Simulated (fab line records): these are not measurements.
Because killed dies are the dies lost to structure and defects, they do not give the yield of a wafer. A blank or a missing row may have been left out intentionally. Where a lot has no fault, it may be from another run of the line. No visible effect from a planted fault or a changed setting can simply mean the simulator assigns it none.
Chamber matching || flow rit cmos || RIT_GATE_ETCH_19 on rie si-01 has 4 sister chambers
The step etches poly-Si in SF6/CHF3/O2, stops on SiO2, time 165 s, target depth 312.5 nm. 8 wafers are shown with their chamber, then 8 later ones without.

== WAFERS PAIRED WITH THEIR CHAMBERS ==
{"wafer": "L722.6", "chamber": 0, "throttle valve pct (%)": 9.92, "drypump motor current A (A)": 5.53}
{"wafer": "L724.2", "chamber": 3, "throttle valve pct (%)": 10.38, "drypump motor current A (A)": 6.05}
{"wafer": "L726.3", "chamber": 0, "throttle valve pct (%)": 9.90, "drypump motor current A (A)": 5.53}
{"wafer": "L726.6", "chamber": 2, "throttle valve pct (%)": 10.31, "drypump motor current A (A)": 5.77}
{"wafer": "L734.2", "chamber": 2, "throttle valve pct (%)": 10.32, "drypump motor current A (A)": 5.80}
{"wafer": "L734.3", "chamber": 1, "throttle valve pct (%)": 10.38, "drypump motor current A (A)": 5.32}
{"wafer": "L734.5", "chamber": 3, "throttle valve pct (%)": 10.38, "drypump motor current A (A)": 6.07}
{"wafer": "L738.1", "chamber": 1, "throttle valve pct (%)": 10.37, "drypump motor current A (A)": 5.29}

== WAFERS WITHOUT THEIR CHAMBER ==
{"wafer": "L738.3", "throttle valve pct (%)": 9.91, "drypump motor current A (A)": 5.52}
{"wafer": "L738.4", "throttle valve pct (%)": 10.37, "drypump motor current A (A)": 6.10}
{"wafer": "L740.1", "throttle valve pct (%)": 10.37, "drypump motor current A (A)": 6.04}
{"wafer": "L740.3", "throttle valve pct (%)": 10.31, "drypump motor current A (A)": 5.81}
{"wafer": "L740.5", "throttle valve pct (%)": 10.33, "drypump motor current A (A)": 5.81}
{"wafer": "L742.4", "throttle valve pct (%)": 10.39, "drypump motor current A (A)": 6.05}
{"wafer": "L742.5", "throttle valve pct (%)": 10.37, "drypump motor current A (A)": 6.06}
{"wafer": "L742.6", "throttle valve pct (%)": 9.91, "drypump motor current A (A)": 5.51}

== THE CHAMBER EACH PASSED THROUGH ==
{"wafer": "L738.3", "from the rows above": 0, "in truth": 0}
{"wafer": "L738.4", "from the rows above": 3, "in truth": 3}
{"wafer": "L740.1", "from the rows above": 3, "in truth": 3}
{"wafer": "L740.3", "from the rows above": 2, "in truth": 2}
{"wafer": "L740.5", "from the rows above": 2, "in truth": 2}
{"wafer": "L742.4", "from the rows above": 3, "in truth": 3}
{"wafer": "L742.5", "from the rows above": 3, "in truth": 3}
{"wafer": "L742.6", "from the rows above": 0, "in truth": 0}
Correct placement for 8 of the 8. Can't be placed from these rows: 0. Number placed wrongly: 0.
How it was worked out, from the rows above alone: a wafer's distance from a chamber is the root of the sum, over the readings, of the square of ((its reading less the chamber's mean) divided by the reading's scatter). If the next closest chamber is less than 2 further off than the closest, the wafer can't be placed; otherwise it belongs to the closest. A chamber's mean is the mean of its shown wafers. The scatter: take each reading less its chamber's mean, square it, sum over the shown wafers, divide by the number of wafers less the number of chambers, and take the root.
